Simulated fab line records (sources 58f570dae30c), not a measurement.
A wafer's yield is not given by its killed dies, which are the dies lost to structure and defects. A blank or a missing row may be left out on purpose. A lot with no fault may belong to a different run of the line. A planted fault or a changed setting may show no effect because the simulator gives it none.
What tool caused it? || flow berkeleyCmos170 || 15 lots, 45 wafers sampled, at 5 steps of a route of 331

## WHAT EACH GAUGE READ, for each wafer
UCB170_NSD_CD_MEAS_06: target cd 1200 nm.
{"lot": "L634", "measured": "day 6 21:32", "on": "cdSem-02", "cdNm (nm)": "1200.7 1201.1 1200.9"}
{"lot": "L633", "measured": "day 6 21:37", "on": "cdSem-01", "cdNm (nm)": "1199.9 1198.8 1198.4"}
{"lot": "L632", "measured": "day 6 21:55", "on": "cdSem-02", "cdNm (nm)": "1200.5 1199.7 1199.9"}
{"lot": "L636", "measured": "day 7 11:26", "on": "cdSem-02", "cdNm (nm)": "1199.1 1199.2 1199.2"}
{"lot": "L638", "measured": "day 7 23:12", "on": "cdSem-01", "cdNm (nm)": "1202.2 1201.5 1201.2"}
{"lot": "L639", "measured": "day 7 23:19", "on": "cdSem-02", "cdNm (nm)": "1202.8 1202.1 1202.2"}
{"lot": "L640", "measured": "day 8 09:53", "on": "cdSem-02", "cdNm (nm)": "1200.2 1200.2 1199.3"}
{"lot": "L642", "measured": "day 9 00:50", "on": "cdSem-02", "cdNm (nm)": "1200.7 1199.7 1201.0"}
{"lot": "L641", "measured": "day 9 01:06", "on": "cdSem-01", "cdNm (nm)": "1199.1 1199.0 1199.9"}
{"lot": "L644", "measured": "day 9 06:36", "on": "cdSem-02", "cdNm (nm)": "1200.4 1199.6 1200.0"}
{"lot": "L643", "measured": "day 9 07:17", "on": "cdSem-01", "cdNm (nm)": "1198.3 1198.3 1200.6"}
{"lot": "L653", "measured": "day 11 12:12", "on": "cdSem-01", "cdNm (nm)": "1200.4 1199.1 1200.5"}
{"lot": "L654", "measured": "day 11 12:26", "on": "cdSem-01", "cdNm (nm)": "1198.9 1197.2 1200.4"}
{"lot": "L651", "measured": "day 11 12:34", "on": "cdSem-02", "cdNm (nm)": "1203.3 1200.6 1201.3"}
{"lot": "L655", "measured": "day 11 17:33", "on": "cdSem-01", "cdNm (nm)": "1201.8 1202.4 1201.1"}

UCB170_V2_THK_MEAS_01.
{"lot": "L634", "measured": "day 7 17:17", "on": "filmMetro-02", "V2_TEOS_THK (nm)": "2027 1999 2049"}
{"lot": "L633", "measured": "day 7 17:17", "on": "filmMetro-04", "V2_TEOS_THK (nm)": "1988 1996 2037"}
{"lot": "L632", "measured": "day 7 17:31", "on": "filmMetro-02", "V2_TEOS_THK (nm)": "1977 2021 2026"}
{"lot": "L636", "measured": "day 8 09:24", "on": "filmMetro-02", "V2_TEOS_THK (nm)": "1995 2009 2051"}
{"lot": "L638", "measured": "day 8 20:01", "on": "filmMetro-04", "V2_TEOS_THK (nm)": "1977 1972 2020"}
{"lot": "L639", "measured": "day 8 21:20", "on": "filmMetro-04", "V2_TEOS_THK (nm)": "1981 1963 2009"}
{"lot": "L640", "measured": "day 9 05:07", "on": "filmMetro-04", "V2_TEOS_THK (nm)": "2001 2003 2020"}
{"lot": "L642", "measured": "day 9 20:55", "on": "filmMetro-04", "V2_TEOS_THK (nm)": "1961 1975 1968"}
{"lot": "L641", "measured": "day 9 21:24", "on": "filmMetro-04", "V2_TEOS_THK (nm)": "1994 2032 2046"}
{"lot": "L644", "measured": "day 10 06:04", "on": "filmMetro-01", "V2_TEOS_THK (nm)": "3944 3954 4000"}
{"lot": "L643", "measured": "day 10 05:25", "on": "filmMetro-04", "V2_TEOS_THK (nm)": "3947 3949 4000"}
{"lot": "L653", "measured": "day 12 11:03", "on": "filmMetro-01", "V2_TEOS_THK (nm)": "2019 2039 2024"}
{"lot": "L654", "measured": "day 12 11:18", "on": "filmMetro-02", "V2_TEOS_THK (nm)": "1987 2017 2009"}
{"lot": "L651", "measured": "day 12 12:04", "on": "filmMetro-01", "V2_TEOS_THK (nm)": "3976 3991 4029"}
{"lot": "L655", "measured": "day 12 11:30", "on": "filmMetro-04", "V2_TEOS_THK (nm)": "1968 2001 2000"}

UCB170_M3_OVL_MEAS_16.
{"lot": "L634", "measured": "day 7 21:56", "on": "overlay-02", "M3_OVL (nm)": "-2 0 -3"}
{"lot": "L633", "measured": "day 7 22:08", "on": "overlay-02", "M3_OVL (nm)": "11 14 11"}
{"lot": "L632", "measured": "day 7 22:23", "on": "overlay-01", "M3_OVL (nm)": "-2 -1 -2"}
{"lot": "L636", "measured": "day 8 13:34", "on": "overlay-01", "M3_OVL (nm)": "1 6 4"}
{"lot": "L638", "measured": "day 9 02:13", "on": "overlay-02", "M3_OVL (nm)": "-10 -9 -7"}
{"lot": "L639", "measured": "day 9 04:07", "on": "overlay-02", "M3_OVL (nm)": "1 5 0"}
{"lot": "L640", "measured": "day 9 10:25", "on": "overlay-02", "M3_OVL (nm)": "8 3 8"}
{"lot": "L642", "measured": "day 10 03:11", "on": "overlay-01", "M3_OVL (nm)": "1 -1 3"}
{"lot": "L641", "measured": "day 10 03:32", "on": "overlay-01", "M3_OVL (nm)": "-3 -3 -4"}
{"lot": "L644", "measured": "day 10 11:46", "on": "overlay-01", "M3_OVL (nm)": "0 1 1"}
{"lot": "L643", "measured": "day 10 10:35", "on": "overlay-01", "M3_OVL (nm)": "-1 -3 -5"}
{"lot": "L653", "measured": "day 12 16:02", "on": "overlay-02", "M3_OVL (nm)": "8 2 10"}
{"lot": "L654", "measured": "day 12 16:22", "on": "overlay-02", "M3_OVL (nm)": "-1 -7 -6"}
{"lot": "L651", "measured": "day 12 17:01", "on": "overlay-02", "M3_OVL (nm)": "-8 -4 -7"}
{"lot": "L655", "measured": "day 12 16:23", "on": "overlay-01", "M3_OVL (nm)": "2 -9 -2"}

## WHAT TOOL EACH LOT RAN ON (gives the tool, then ch and the chambers of the sampled wafers, and finally the start)
{"lot": "L634", "UCB170_V2_CVD_00": "pecvd-04 ch 0,1,2, day 7 17:07", "UCB170_M3_STRIP_07": "plasmaAsher-02 ch 0,1, day 7 20:24"}
{"lot": "L633", "UCB170_V2_CVD_00": "pecvd-02 ch 0,1, day 7 17:04", "UCB170_M3_STRIP_07": "plasmaAsher-03 ch 0,1, day 7 20:51"}
{"lot": "L632", "UCB170_V2_CVD_00": "pecvd-03 ch 1,2, day 7 17:21", "UCB170_M3_STRIP_07": "plasmaAsher-02 ch 0,1, day 7 21:01"}
{"lot": "L636", "UCB170_V2_CVD_00": "pecvd-03 ch 0,1,2, day 8 09:14", "UCB170_M3_STRIP_07": "plasmaAsher-02 ch 0,1, day 8 12:17"}
{"lot": "L638", "UCB170_V2_CVD_00": "pecvd-04 ch 0,1,2, day 8 19:52", "UCB170_M3_STRIP_07": "plasmaAsher-02 ch 0,1, day 8 23:02"}
{"lot": "L639", "UCB170_V2_CVD_00": "pecvd-02 ch 1,2, day 8 21:10", "UCB170_M3_STRIP_07": "plasmaAsher-04 ch 0,1, day 9 02:32"}
{"lot": "L640", "UCB170_V2_CVD_00": "pecvd-02 ch 0,1, day 9 04:57", "UCB170_M3_STRIP_07": "plasmaAsher-03 ch 0,1, day 9 09:01"}
{"lot": "L642", "UCB170_V2_CVD_00": "pecvd-04 ch 1,2, day 9 20:45", "UCB170_M3_STRIP_07": "plasmaAsher-02 ch 0,1, day 10 00:30"}
{"lot": "L641", "UCB170_V2_CVD_00": "pecvd-03 ch 1,2, day 9 21:13", "UCB170_M3_STRIP_07": "plasmaAsher-04 ch 0,1, day 10 00:59"}
{"lot": "L644", "UCB170_V2_CVD_00": "pecvd-02 ch 0,1,2, day 10 05:35", "UCB170_M3_STRIP_07": "plasmaAsher-03 ch 0,1, day 10 09:17"}
{"lot": "L643", "UCB170_V2_CVD_00": "pecvd-04 ch 0,1,2, day 10 04:56", "UCB170_M3_STRIP_07": "plasmaAsher-02 ch 0,1, day 10 09:05"}
{"lot": "L653", "UCB170_V2_CVD_00": "pecvd-04 ch 0,1,2, day 12 10:56", "UCB170_M3_STRIP_07": "plasmaAsher-04 ch 0,1, day 12 14:19"}
{"lot": "L654", "UCB170_V2_CVD_00": "pecvd-03 ch 0,2, day 12 11:08", "UCB170_M3_STRIP_07": "plasmaAsher-04 ch 0,1, day 12 14:43"}
{"lot": "L651", "UCB170_V2_CVD_00": "pecvd-04 ch 0,2, day 12 11:35", "UCB170_M3_STRIP_07": "plasmaAsher-03 ch 0,1, day 12 15:46"}
{"lot": "L655", "UCB170_V2_CVD_00": "pecvd-02 ch 0,1, day 12 11:20", "UCB170_M3_STRIP_07": "plasmaAsher-02 ch 0,1, day 12 14:44"}
- UCB170_V2_CVD_00: deposits SiO2 from TEOS/O2, target thk 2000 nm, time 250 s.
- UCB170_M3_STRIP_07: strips in O2.

## WHAT THE TOOLS THEMSELVES READ (means of the sampled wafers that have a number; where no wafer has one, the mark that the record gives instead)
UCB170_V2_CVD_00.
{"lot": "L634", "tool": "pecvd-04", "heaterPowerW (W)": 285, "rfFwdPowerW (W)": 548.1}
{"lot": "L633", "tool": "pecvd-02", "heaterPowerW (W)": 276, "rfFwdPowerW (W)": 549.1}
{"lot": "L632", "tool": "pecvd-03", "heaterPowerW (W)": 187, "rfFwdPowerW (W)": 549.0}
{"lot": "L636", "tool": "pecvd-03", "heaterPowerW (W)": 218, "rfFwdPowerW (W)": 548.5}
{"lot": "L638", "tool": "pecvd-04", "heaterPowerW (W)": 283, "rfFwdPowerW (W)": 548.6}
{"lot": "L639", "tool": "pecvd-02", "heaterPowerW (W)": 270, "rfFwdPowerW (W)": 549.8}
{"lot": "L640", "tool": "pecvd-02", "heaterPowerW (W)": 276, "rfFwdPowerW (W)": 548.4}
{"lot": "L642", "tool": "pecvd-04", "heaterPowerW (W)": 277, "rfFwdPowerW (W)": 550.2}
{"lot": "L641", "tool": "pecvd-03", "heaterPowerW (W)": 238, "rfFwdPowerW (W)": 547.2}
{"lot": "L644", "tool": "pecvd-02", "heaterPowerW (W)": 250, "rfFwdPowerW (W)": 549.0}
{"lot": "L643", "tool": "pecvd-04", "heaterPowerW (W)": 221, "rfFwdPowerW (W)": 547.6}
{"lot": "L653", "tool": "pecvd-04", "heaterPowerW (W)": 264, "rfFwdPowerW (W)": 548.3}
{"lot": "L654", "tool": "pecvd-03", "heaterPowerW (W)": 204, "rfFwdPowerW (W)": 548.2}
{"lot": "L651", "tool": "pecvd-04", "heaterPowerW (W)": 222, "rfFwdPowerW (W)": 548.2}
{"lot": "L655", "tool": "pecvd-02", "heaterPowerW (W)": 304, "rfFwdPowerW (W)": 549.8}

UCB170_M3_STRIP_07.
{"lot": "L634", "tool": "plasmaAsher-02", "drypumpMotorCurrentA (A)": 5.8, "oesProductAu (a.u.)": 0.735, "stripTimeToEndpointS (s)": 21.94}
{"lot": "L633", "tool": "plasmaAsher-03", "drypumpMotorCurrentA (A)": 6.1, "oesProductAu (a.u.)": 0.734, "stripTimeToEndpointS (s)": 22.02}
{"lot": "L632", "tool": "plasmaAsher-02", "drypumpMotorCurrentA (A)": 5.8, "oesProductAu (a.u.)": 0.732, "stripTimeToEndpointS (s)": 22.01}
{"lot": "L636", "tool": "plasmaAsher-02", "drypumpMotorCurrentA (A)": 5.7, "oesProductAu (a.u.)": 0.735, "stripTimeToEndpointS (s)": 21.95}
{"lot": "L638", "tool": "plasmaAsher-02", "drypumpMotorCurrentA (A)": 5.7, "oesProductAu (a.u.)": 0.735, "stripTimeToEndpointS (s)": 21.97}
{"lot": "L639", "tool": "plasmaAsher-04", "drypumpMotorCurrentA (A)": 6.2, "oesProductAu (a.u.)": 0.737, "stripTimeToEndpointS (s)": 21.91}
{"lot": "L640", "tool": "plasmaAsher-03", "drypumpMotorCurrentA (A)": 6.1, "oesProductAu (a.u.)": 0.736, "stripTimeToEndpointS (s)": 21.91}
{"lot": "L642", "tool": "plasmaAsher-02", "drypumpMotorCurrentA (A)": 5.7, "oesProductAu (a.u.)": 0.732, "stripTimeToEndpointS (s)": 21.98}
{"lot": "L641", "tool": "plasmaAsher-04", "drypumpMotorCurrentA (A)": 5.9, "oesProductAu (a.u.)": 0.732, "stripTimeToEndpointS (s)": 21.93}
{"lot": "L644", "tool": "plasmaAsher-03", "drypumpMotorCurrentA (A)": 6.1, "oesProductAu (a.u.)": 0.735, "stripTimeToEndpointS (s)": 21.94}
{"lot": "L643", "tool": "plasmaAsher-02", "drypumpMotorCurrentA (A)": 5.7, "oesProductAu (a.u.)": 0.739, "stripTimeToEndpointS (s)": 21.98}
{"lot": "L653", "tool": "plasmaAsher-04", "drypumpMotorCurrentA (A)": 5.9, "oesProductAu (a.u.)": 0.734, "stripTimeToEndpointS (s)": 21.85}
{"lot": "L654", "tool": "plasmaAsher-04", "drypumpMotorCurrentA (A)": 6.2, "oesProductAu (a.u.)": 0.735, "stripTimeToEndpointS (s)": 21.92}
{"lot": "L651", "tool": "plasmaAsher-03", "drypumpMotorCurrentA (A)": 6.1, "oesProductAu (a.u.)": 0.734, "stripTimeToEndpointS (s)": 21.92}
{"lot": "L655", "tool": "plasmaAsher-02", "drypumpMotorCurrentA (A)": 5.7, "oesProductAu (a.u.)": 0.736, "stripTimeToEndpointS (s)": 21.92}

## THE ANSWER, worked out from the rows above alone
Rule: the usual values come from the lots themselves. Put in order of their means at a reading, lots are off if they are a third of the lots or fewer, leave a main group of 4 or more, and stand apart from it by a gap of 3 or more times the standard deviation of the main group's means; of several such gaps the widest counts. A main group whose means are all the same, to the digits that the tables above print for the reading, isn't used. A lot without any number at a reading at which 4 lots or more have one is off too. Where the step has rows for the other lots, those lots are counted as sound. After the gauges, taken in route order, come the tools' own readings; for these a lot's mean is taken, as printed above. At the first step where some lot is off, the reading lying furthest off is the one used; lots without a number count as furthest.
Off: L644, L643, L651, at UCB170_V2_THK_MEAS_01 (V2_TEOS_THK). Main group: mean 2004 nm, sd 18.
If a tool, at a process step before that reading, ran all the lots that are off and no sound lot after the first of them, it fits. Those tools and the gauges at UCB170_V2_THK_MEAS_01 are tried in the same way. None of those tried fits.

## WHAT THE SIMULATOR HAD INSERTED
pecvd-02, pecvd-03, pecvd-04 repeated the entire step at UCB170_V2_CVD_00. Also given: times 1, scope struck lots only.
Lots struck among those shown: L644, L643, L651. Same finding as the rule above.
